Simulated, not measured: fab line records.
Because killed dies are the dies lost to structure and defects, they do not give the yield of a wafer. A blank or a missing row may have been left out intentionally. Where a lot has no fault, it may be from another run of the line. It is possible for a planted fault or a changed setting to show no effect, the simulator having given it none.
fab line records	flow berkeley-cmos170
[record] lots = 5	wafers = 15	last-day = 12
route steps=331 shown NLDD@209 SILICIDE@210 CONTACT@216
lots with no fault: from the same line, run without faults
start-h: hours from the record's opening day to when the first of the lot's shown wafers began	wait-h: how many hours have passed since the lot's step before this one	" the same as in the row above	L1.1+2: a row that stands for several wafers	- no value, or no start was given	* or withheld: withheld	< > ~ a bound
route shown NAME@n: NAME is a module with steps in the file, n the number in the route of the first one	usual: average and standard deviation across the fault-free wafers	same: alike in all rows	chamber/n: place in a boat	sites: per-site readings	_std_site: standard deviation across them	_edge_site: outer sites' mean less inner sites'	radius-mm: for every site, how far away it sits from the centre of the wafer	mask NAME#n: copy n	behind: tool/chamber where the wafer was last shaped	hold: what put the lot on hold/how long, in hours/how the hold closed	device: which transistor (n, p or np) failed to switch	end of line: tests of these same wafers at the route's end	a step with no rows: only its recipe	killed: not the wafer's yield, but the dies lost to structure and defects at the first sort	map: shows each die of a wafer: x if killed, . if not, _ if none is there
set.NAME: the setting that was run; set.NAME@STEP: the one run at that earlier step	model.NAME: the simulator's own value behind a step, which no gauge read
a table for each step, a row for each wafer; lots at some steps of the route
services: the hour from which a tool's chamber was out of use, counted from the record's first day as start-h (under 0 if before that day), plus the number of hours and why
[[steps]]
[step UCB170_SDANNEAL_RS_MEAS_05]
[recipe] thk-meas-gauge = four-point-probe
[usual] NLDD_RS = 616.6/1.5
lot.wafer	tool	chamber	start-h	wait-h	NLDD_RS[ohm/sq]
L078.1	film-metro-03	-	178.58	0.1	617.2
L078.3	"	-	"	"	616.9
L078.4	"	-	"	"	617.2
L084.1	film-metro-02	-	218.86	0.1	616.8
L084.2	"	-	"	"	616.7
L084.4	"	-	"	"	617.8
L086.1	film-metro-03	-	219.77	0.1	613.2
L086.3	"	-	"	"	614.0
L086.4	"	-	"	"	614.5
L091.1	film-metro-02	-	255.66	0.1	618.0
L091.4	"	-	"	"	619.2
L091.6	"	-	"	"	619.6
L097.1	film-metro-02	-	271.64	0.1	617.9
L097.4	"	-	"	"	616.7
L097.5	"	-	"	"	615.7
[step UCB170_SILICIDE_PRE_CLEAN_00]
[recipe] gas = Ar	preclean-etch-time-s = 60
[same] preclean-etch-time-s = 60
lot.wafer	tool	chamber	start-h	wait-h
L078.1+3+4	pvd-sputter-02	-	178.70	0.1
L084.1+2+4	pvd-sputter-04	-	218.98	0.1
L086.1+3+4	pvd-sputter-02	-	219.89	0.1
L091.1+4+6	pvd-sputter-02	-	255.78	0.1
L097.1+4+5	pvd-sputter-04	-	271.76	0.1
[step UCB170_SILICIDE_SPUTTER_01]
[recipe] material = Ti	target-thk-nm = 30	time-s = 25	power-w = 1500	chamber-pressure-pa = 0.5
[usual] throttle-valve-pct = 29.5/0.91
lot.wafer	tool	chamber	start-h	wait-h	throttle-valve-pct
L078.1	pvd-sputter-02	-	178.77	0.0	30.1
L078.3	"	-	"	"	28.6
L078.4	"	-	"	"	30.7
L084.1	pvd-sputter-04	-	219.05	0.0	30.9
L084.2	"	-	"	"	30.5
L084.4	"	-	"	"	30.5
L086.1	pvd-sputter-02	-	219.96	0.0	30.6
L086.3	"	-	"	"	28.5
L086.4	"	-	"	"	28.4
L091.1	pvd-sputter-02	-	255.85	0.0	30.5
L091.4	"	-	"	"	30.7
L091.6	"	-	"	"	30.5
L097.1	pvd-sputter-04	-	271.83	0.0	30.6
L097.4	"	-	"	"	31.1
L097.5	"	-	"	"	30.6
[step UCB170_SILICIDE_RS_MEAS_02]
[recipe] thk-meas-gauge = four-point-probe	reads = Ti_of_SILICIDE_SPUTTER_01
[usual] SILICIDE_TI_RS = 26.13/0.29
lot.wafer	tool	chamber	start-h	wait-h	SILICIDE_TI_RS[ohm/sq]
L078.1	film-metro-02	-	178.80	0.0	26.47
L078.3	"	-	"	"	26.35
L078.4	"	-	"	"	26.30
L084.1	film-metro-01	-	219.08	0.0	25.77
L084.2	"	-	"	"	25.87
L084.4	"	-	"	"	26.00
L086.1	film-metro-01	-	219.99	0.0	26.93
L086.3	"	-	"	"	26.94
L086.4	"	-	"	"	26.82
L091.1	film-metro-03	-	255.88	0.0	26.28
L091.4	"	-	"	"	26.16
L091.6	"	-	"	"	26.19
L097.1	film-metro-03	-	271.86	0.0	26.10
L097.4	"	-	"	"	26.25
L097.5	"	-	"	"	26.21
[step UCB170_SILICIDE_THK_MEAS_03]
[recipe] thk-meas-gauge = xrf	reads = Ti_of_SILICIDE_SPUTTER_01
[usual] SILICIDE_TI_THK = 29.76/0.27
lot.wafer	tool	chamber	start-h	wait-h	SILICIDE_TI_THK[nm]
L078.1	film-metro-02	-	178.92	0.1	29.38
L078.3	"	-	"	"	29.52
L078.4	"	-	"	"	29.59
L084.1	film-metro-01	-	219.20	0.1	30.07
L084.2	"	-	"	"	30.09
L084.4	"	-	"	"	29.87
L086.1	film-metro-01	-	220.11	0.1	29.04
L086.3	"	-	"	"	29.09
L086.4	"	-	"	"	29.29
L091.1	film-metro-03	-	256.00	0.1	29.50
L091.4	"	-	"	"	29.65
L091.6	"	-	"	"	29.51
L097.1	film-metro-03	-	271.98	0.1	29.79
L097.4	"	-	"	"	29.72
L097.5	"	-	"	"	29.79
[step UCB170_SILICIDE_RTA_04]
[recipe] temp-c = 650	time-s = 15	ambient = N2
[usual] lamp-power-pct = 12.35/0.11	wafer_temp_C_max = 652.7/0.63
lot.wafer	tool	chamber	start-h	wait-h	lamp-power-pct	wafer_temp_C_max
L078.1	rtp-anneal-01	0	178.98	0.1	12.45	653.6
L078.3	"	0	"	"	12.46	653.6
L078.4	"	0	"	"	12.45	652.6
L084.1	rtp-anneal-01	0	219.26	0.1	12.47	652.9
L084.2	"	0	"	"	12.44	653.9
L084.4	"	0	"	"	12.45	653.3
L086.1	rtp-anneal-01	0	220.17	0.1	12.46	653.3
L086.3	"	0	"	"	12.47	652.8
L086.4	"	0	"	"	12.47	653.6
L091.1	rtp-anneal-01	0	256.06	0.1	12.45	652.4
L091.4	"	0	"	"	12.47	654.1
L091.6	"	0	"	"	12.44	652.7
L097.1	rtp-anneal-01	0	272.04	0.1	12.45	652.6
L097.4	"	0	"	"	12.46	653.0
L097.5	"	0	"	"	12.46	653.2
[step UCB170_SILICIDE_WET_ETCH_05]
[recipe] chemistry = SPM	time-s = 45	temp-c = 120	target = Ti
[usual] temp-c = 120.03/0.13
lot.wafer	tool	chamber	start-h	wait-h	temp-c
L078.1	wet-bench-03	0	179.06	0.1	119.95
L078.3	"	0	"	"	119.75
L078.4	"	0	"	"	119.94
L084.1	wet-bench-02	2	219.33	0.1	119.97
L084.2	"	2	"	"	120.12
L084.4	"	2	"	"	120.35
L086.1	wet-bench-04	3	220.25	0.1	120.00
L086.3	"	3	"	"	120.31
L086.4	"	3	"	"	120.14
L091.1	wet-bench-03	2	256.14	0.1	119.98
L091.4	"	2	"	"	120.03
L091.6	"	2	"	"	119.76
L097.1	wet-bench-03	1	272.30	0.3	120.04
L097.4	"	1	"	"	120.11
L097.5	"	1	"	"	119.97
[step UCB170_CONTACT_CLEAN_00]
[recipe] chemistry = SPM	temp-c = 120	time-s = 600
[usual] temp-c = 120.01/0.13
lot.wafer	tool	chamber	start-h	wait-h	temp-c
L078.1	wet-bench-03	3	179.08	0.0	119.93
L078.3	"	3	"	"	119.93
L078.4	"	3	"	"	119.68
L084.1	wet-bench-03	1	219.35	0.0	119.94
L084.2	"	1	"	"	120.18
L084.4	"	1	"	"	120.03
L086.1	wet-bench-02	2	220.27	0.0	120.03
L086.3	"	2	"	"	120.07
L086.4	"	2	"	"	119.98
L091.1	wet-bench-04	0	256.16	0.0	119.84
L091.4	"	0	"	"	120.13
L091.6	"	0	"	"	120.14
L097.1	wet-bench-03	0	272.35	0.0	120.13
L097.4	"	0	"	"	120.13
L097.5	"	0	"	"	120.12
[step UCB170_CONTACT_CVD_01]
[recipe] material = PSG	target-thk-nm = 700	temp-c = 450	precursor = SiH4/O2/PH3	time-s = 2760	pressure-mtorr = 300	sih4-flow-sccm = 60	o2-flow-sccm = 90	ph3-flow-sccm = 25
lot.wafer	tool	chamber	start-h	wait-h
L078.1+3+4	lpcvd-02	0	179.74	0.5
L084.1+2+4	lpcvd-01	1	220.63	1.1
L086.1+3+4	lpcvd-01	0	220.63	0.2
L091.1+4+6	lpcvd-02	1	256.33	0.0
L097.1+4+5	lpcvd-01	0	273.60	0.9
[step UCB170_CONTACT_THK_MEAS_02]
[recipe] reads = PSG_of_CONTACT_CVD_01
[usual] CONTACT_PSG_THK = 684/6.8
lot.wafer	tool	chamber	start-h	wait-h	CONTACT_PSG_THK[nm]
L078.1	film-metro-01	-	181.53	0.0	680
L078.3	"	-	"	"	683
L078.4	"	-	"	"	685
L084.1	film-metro-04	-	222.41	0.0	678
L084.2	"	-	"	"	680
L084.4	"	-	"	"	683
L086.1	film-metro-01	-	222.41	0.0	683
L086.3	"	-	"	"	685
L086.4	"	-	"	"	687
L091.1	film-metro-01	-	258.11	0.0	688
L091.4	"	-	"	"	683
L091.6	"	-	"	"	687
L097.1	film-metro-03	-	275.41	0.0	675
L097.4	"	-	"	"	681
L097.5	"	-	"	"	683
[step UCB170_CONTACT_HMDS_03]
[recipe] prime-time-s = 60	prime-temp-c = 100
[usual] resist-line-temp-C = 23.00/0.12
lot.wafer	tool	chamber	start-h	wait-h	resist-line-temp-C
L078.1	litho-track-03	0	181.94	0.4	22.97
L078.3	"	0	"	"	22.96
L078.4	"	0	"	"	23.14
L086.1	litho-track-04	0	222.59	0.2	23.01
L086.3	"	0	"	"	22.93
L086.4	"	0	"	"	22.77
L084.1	litho-track-02	0	222.83	0.4	23.18
L084.2	"	0	"	"	23.01
L084.4	"	0	"	"	23.19
L091.1	litho-track-03	0	258.17	0.1	22.92
L091.4	"	0	"	"	23.00
L091.6	"	0	"	"	22.89
L097.1	litho-track-03	0	276.28	0.9	23.26
L097.4	"	0	"	"	23.16
L097.5	"	0	"	"	23.04
[step UCB170_CONTACT_COAT_04]
[recipe] resist = KrF	spin-rpm = 1500	resist-thk-nm = 900
[usual] resist-line-temp-C = 22.99/0.1	spin-speed-rpm = 1500.3/1.2
lot.wafer	tool	chamber	start-h	wait-h	resist-line-temp-C	spin-speed-rpm
L078.1	litho-track-03	0	182.09	0.1	22.88	1500.5
L078.3	"	0	"	"	23.10	1501.2
L078.4	"	0	"	"	22.84	1499.8
L086.1	litho-track-04	0	222.74	0.1	23.06	1500.1
L086.3	"	0	"	"	22.97	1501.8
L086.4	"	0	"	"	22.97	1499.6
L084.1	litho-track-02	0	222.98	0.1	23.23	1499.5
L084.2	"	0	"	"	23.06	1501.5
L084.4	"	0	"	"	22.86	1498.9
L091.1	litho-track-03	0	258.32	0.1	23.00	1500.8
L091.4	"	0	"	"	22.86	1499.6
L091.6	"	0	"	"	22.99	1499.8
L097.1	litho-track-03	0	276.43	0.1	23.03	1501.9
L097.4	"	0	"	"	23.08	1501.4
L097.5	"	0	"	"	22.99	1503.3
[step UCB170_CONTACT_SOFTBAKE_05]
[recipe] resist = KrF	temp-c = 130	time-s = 60
[usual] resist-line-temp-C = 22.99/0.1
lot.wafer	tool	chamber	start-h	wait-h	resist-line-temp-C
L078.1	litho-track-03	0	182.24	0.1	22.84
L078.3	"	0	"	"	22.89
L078.4	"	0	"	"	22.82
L086.1	litho-track-04	0	222.89	0.1	22.95
L086.3	"	0	"	"	23.06
L086.4	"	0	"	"	23.02
L084.1	litho-track-02	0	223.13	0.1	23.08
L084.2	"	0	"	"	23.07
L084.4	"	0	"	"	22.95
L091.1	litho-track-03	0	258.47	0.1	22.74
L091.4	"	0	"	"	22.79
L091.6	"	0	"	"	22.90
L097.1	litho-track-03	0	276.58	0.1	22.82
L097.4	"	0	"	"	23.08
L097.5	"	0	"	"	22.88
[step UCB170_CONTACT_STRIP_06]
[recipe] chemistry = O2	power-w = 400	pressure-mtorr = 3500	platen-temp-c = withheld	o2-flow-sccm = 400	overash-fraction = 0.5
[usual] drypump-motor-current-A = 5.6/0.53	oes-product-au = 0.735/0.0044	strip-time-to-endpoint-s = 21.97/0.066
[same] overash-fraction = 0.5
lot.wafer	tool	chamber	start-h	wait-h	drypump-motor-current-A	oes-product-au	rf-hours-counter-h	strip-time-to-endpoint-s
L078.1	plasma-asher-02	1	182.39	0.1	5.7	0.731	39	22.01
L078.3	"	1	"	"	5.7	0.733	-	21.96
L078.4	"	0	"	"	5.3	0.733	-	22.03
L086.1	plasma-asher-02	0	223.04	0.1	5.4	0.733	44	21.99
L086.3	"	1	"	"	5.7	0.732	-	21.94
L086.4	"	0	"	"	5.3	0.726	-	21.98
L084.1	plasma-asher-03	0	223.28	0.1	5.7	0.739	12	21.96
L084.2	"	1	"	"	6.4	0.732	12	21.97
L084.4	"	1	"	"	6.4	0.740	-	21.89
L091.1	plasma-asher-04	0	258.62	0.1	6.0	0.730	54	22.00
L091.4	"	0	"	"	6.0	0.736	-	21.97
L091.6	"	1	"	"	4.8	0.736	-	21.94
L097.1	plasma-asher-04	0	276.73	0.1	6.0	0.735	56	21.97
L097.4	"	1	"	"	4.8	0.739	-	21.96
L097.5	"	0	"	"	6.0	0.737	-	21.98
[step UCB170_CONTACT_CLEAN_07]
[recipe] chemistry = SPM	temp-c = 120	time-s = 600
[usual] temp-c = 120.02/0.12
lot.wafer	tool	chamber	start-h	wait-h	temp-c
L078.1	wet-bench-03	0	182.49	0.1	120.06
L078.3	"	0	"	"	120.17
L078.4	"	0	"	"	120.12
L084.1	wet-bench-03	3	223.94	0.6	120.16
L084.2	"	3	"	"	119.95
L084.4	"	3	"	"	119.91
L086.1	wet-bench-03	3	223.94	0.9	119.99
L086.3	"	3	"	"	120.10
L086.4	"	3	"	"	120.04
L091.1	wet-bench-02	2	260.43	1.8	120.06
L091.4	"	2	"	"	119.93
L091.6	"	2	"	"	119.98
L097.1	wet-bench-02	2	276.83	0.1	120.03
L097.4	"	2	"	"	120.23
L097.5	"	2	"	"	120.07
[step UCB170_CONTACT_RTA_08]
[recipe] temp-c = 900	time-s = 10	ambient = N2
[usual] lamp-power-pct = 28.81/0.26	wafer_temp_C_max = 903.6/0.82
lot.wafer	tool	chamber	start-h	wait-h	lamp-power-pct	wafer_temp_C_max
L078.1	rtp-anneal-01	0	182.66	0.0	29.05	903.0
L078.3	"	0	"	"	29.06	903.5
L078.4	"	0	"	"	29.04	904.3
L084.1	rtp-anneal-01	0	224.11	0.0	29.09	903.6
L084.2	"	0	"	"	29.05	904.7
L084.4	"	0	"	"	29.05	904.1
L086.1	rtp-anneal-02	0	224.11	0.0	28.56	903.6
L086.3	"	0	"	"	28.53	902.8
L086.4	"	0	"	"	28.59	902.5
L091.1	rtp-anneal-02	0	260.64	0.0	28.54	903.9
L091.4	"	0	"	"	28.54	903.2
L091.6	"	0	"	"	28.58	904.1
L097.1	rtp-anneal-01	0	277.04	0.0	29.06	903.6
L097.4	"	0	"	"	29.10	905.8
L097.5	"	0	"	"	29.06	903.5
[step UCB170_CONTACT_COAT_09]
[recipe] resist = BARC	temp-c = withheld	time-s = withheld	spin-rpm = 3000	resist-thk-nm = withheld
[usual] resist-line-temp-C = *	spin-speed-rpm = 3000.1/2
lot.wafer	tool	chamber	start-h	wait-h	resist-line-temp-C	spin-speed-rpm
L078.1	litho-track-03	0	183.11	0.4	*	3001.0
L078.3	"	0	"	"	*	3000.4
L078.4	"	0	"	"	*	3000.0
L084.1	litho-track-03	0	224.51	0.4	*	3001.0
L084.2	"	0	"	"	*	3000.3
L084.4	"	0	"	"	*	2999.6
L086.1	litho-track-04	0	224.51	0.4	*	2999.7
L086.3	"	0	"	"	*	3001.5
L086.4	"	0	"	"	*	2998.8
L091.1	litho-track-02	0	260.77	0.1	*	3002.9
L091.4	"	0	"	"	*	2998.7
L091.6	"	0	"	"	*	3002.0
L097.1	litho-track-04	0	277.80	0.7	*	3003.4
L097.4	"	0	"	"	*	2997.4
L097.5	"	0	"	"	*	2998.2
[step UCB170_CONTACT_COAT_10]
[recipe] resist = KrF	spin-rpm = 1500	resist-thk-nm = 900
[usual] resist-line-temp-C = 23.03/0.11	spin-speed-rpm = 1499.8/1.2
lot.wafer	tool	chamber	start-h	wait-h	resist-line-temp-C	spin-speed-rpm
L078.1	litho-track-03	0	-	-	23.05	1500.1
L078.3	"	0	"	"	22.97	1498.6
L078.4	"	0	"	"	23.08	1500.0
L084.1	litho-track-03	0	-	-	23.07	1500.4
L084.2	"	0	"	"	23.10	1499.1
L084.4	"	0	"	"	23.03	1499.6
L086.1	litho-track-04	0	-	-	23.12	1498.2
L086.3	"	0	"	"	23.24	1497.5
L086.4	"	0	"	"	23.41	1498.6
L091.1	litho-track-02	0	-	-	23.01	1499.6
L091.4	"	0	"	"	23.03	1500.1
L091.6	"	0	"	"	23.02	1500.4
L097.1	litho-track-04	0	-	-	23.04	1498.1
L097.4	"	0	"	"	22.94	1502.7
L097.5	"	0	"	"	22.98	1499.2
[step UCB170_CONTACT_SOFTBAKE_11]
[recipe] resist = KrF	temp-c = 130	time-s = 60
[usual] resist-line-temp-C = 22.98/0.1
lot.wafer	tool	chamber	start-h	wait-h	resist-line-temp-C
L078.1	litho-track-03	0	-	-	22.96
L078.3	"	0	"	"	22.92
L078.4	"	0	"	"	22.93
L084.1	litho-track-03	0	-	-	22.86
L084.2	"	0	"	"	22.86
L084.4	"	0	"	"	22.94
L086.1	litho-track-04	0	-	-	22.83
L086.3	"	0	"	"	22.96
L086.4	"	0	"	"	23.00
L091.1	litho-track-02	0	-	-	22.90
L091.4	"	0	"	"	22.86
L091.6	"	0	"	"	22.98
L097.1	litho-track-04	0	-	-	22.67
L097.4	"	0	"	"	23.01
L097.5	"	0	"	"	22.91
[step UCB170_CONTACT_EXPOSE_12]
[recipe] mask-id = CONT	target-cd-nm = 700	na = 0.5	sigma-outer = 0.6	source-shape = conventional	dose-mj = 35
lot.wafer	tool	chamber	start-h	wait-h	mask
L078.1+3+4	krf-scanner-02	0	183.69	-	CONT#0
L086.1+3+4	krf-scanner-02	0	225.11	-	CONT#0
L084.1+2+4	krf-scanner-01	0	225.35	-	CONT#0
L091.1+4+6	krf-scanner-01	0	261.40	-	CONT#0
L097.1+4+5	krf-scanner-02	0	278.49	-	CONT#0
[step UCB170_CONTACT_PEB_13]
[recipe] peb-temp-c = 130	peb-time-s = withheld	resist = KrF
[usual] resist-line-temp-C = 23.01/0.1
lot.wafer	tool	chamber	start-h	wait-h	resist-line-temp-C
L078.1	litho-track-02	0	183.85	0.1	23.19
L078.3	"	0	"	"	22.89
L078.4	"	0	"	"	22.94
L086.1	litho-track-02	0	225.38	0.3	23.06
L086.3	"	0	"	"	22.91
L086.4	"	0	"	"	22.88
L084.1	litho-track-04	0	225.47	0.1	23.07
L084.2	"	0	"	"	23.01
L084.4	"	0	"	"	23.03
L091.1	litho-track-03	0	261.61	0.2	23.04
L091.4	"	0	"	"	22.85
L091.6	"	0	"	"	22.93
L097.1	litho-track-04	0	278.80	0.3	23.12
L097.4	"	0	"	"	23.23
L097.5	"	0	"	"	22.99
[step UCB170_CONTACT_DEVELOP_14]
[recipe] developer = TMAH	develop-time-s = 45	resist = KrF	dev-temp-c = 21
[usual] resist-line-temp-C = 22.99/0.1
lot.wafer	tool	chamber	start-h	wait-h	resist-line-temp-C
L078.1	litho-track-02	0	-	-	22.69
L078.3	"	0	"	"	22.96
L078.4	"	0	"	"	22.88
L086.1	litho-track-02	0	-	-	22.89
L086.3	"	0	"	"	23.00
L086.4	"	0	"	"	23.04
L084.1	litho-track-04	0	-	-	22.99
L084.2	"	0	"	"	23.11
L084.4	"	0	"	"	22.84
L091.1	litho-track-03	0	-	-	23.15
L091.4	"	0	"	"	23.17
L091.6	"	0	"	"	23.12
L097.1	litho-track-04	0	-	-	23.10
L097.4	"	0	"	"	23.08
L097.5	"	0	"	"	23.15
[step UCB170_CONTACT_CD_MEAS_15]
[recipe] target-cd-nm = 700
[usual] cd-nm = 700.3/1.5
lot.wafer	tool	chamber	start-h	wait-h	cd-nm
L078.1	cd-sem-01	-	184.12	-	698.9
L078.3	"	-	"	"	699.5
L078.4	"	-	"	"	698.8
L086.1	cd-sem-02	-	225.66	-	698.4
L086.3	"	-	"	"	698.7
L086.4	"	-	"	"	698.2
L084.1	cd-sem-01	-	225.74	-	702.1
L084.2	"	-	"	"	701.0
L084.4	"	-	"	"	701.6
L091.1	cd-sem-01	-	261.88	-	702.2
L091.4	"	-	"	"	703.6
L091.6	"	-	"	"	701.3
L097.1	cd-sem-02	-	279.07	-	703.3
L097.4	"	-	"	"	703.3
L097.5	"	-	"	"	703.7
[[services]]
tool	chamber	start-h	hours	kind
krf-scanner-02	-	160.15	1.3	pm
krf-scanner-01	-	179.38	1.3	pm
krf-scanner-01	0	184.94	-	calibration
wet-bench-04	-	187.22	1.9	pm
krf-scanner-02	-	209.98	2.9	repair
krf-scanner-01	-	227.44	4.0	pm
rtp-anneal-01	-	227.45	5.2	pm
plasma-asher-03	-	235.32	26.4	repair
krf-scanner-02	-	246.64	1.0	pm
plasma-asher-03	-	247.74	12.3	repair
krf-scanner-02	-	250.82	5.5	pm
lpcvd-02	-	263.24	1.5	repair
krf-scanner-01	-	268.63	1.0	pm
krf-scanner-01	-	277.10	2.6	repair
[[key]]
fault none
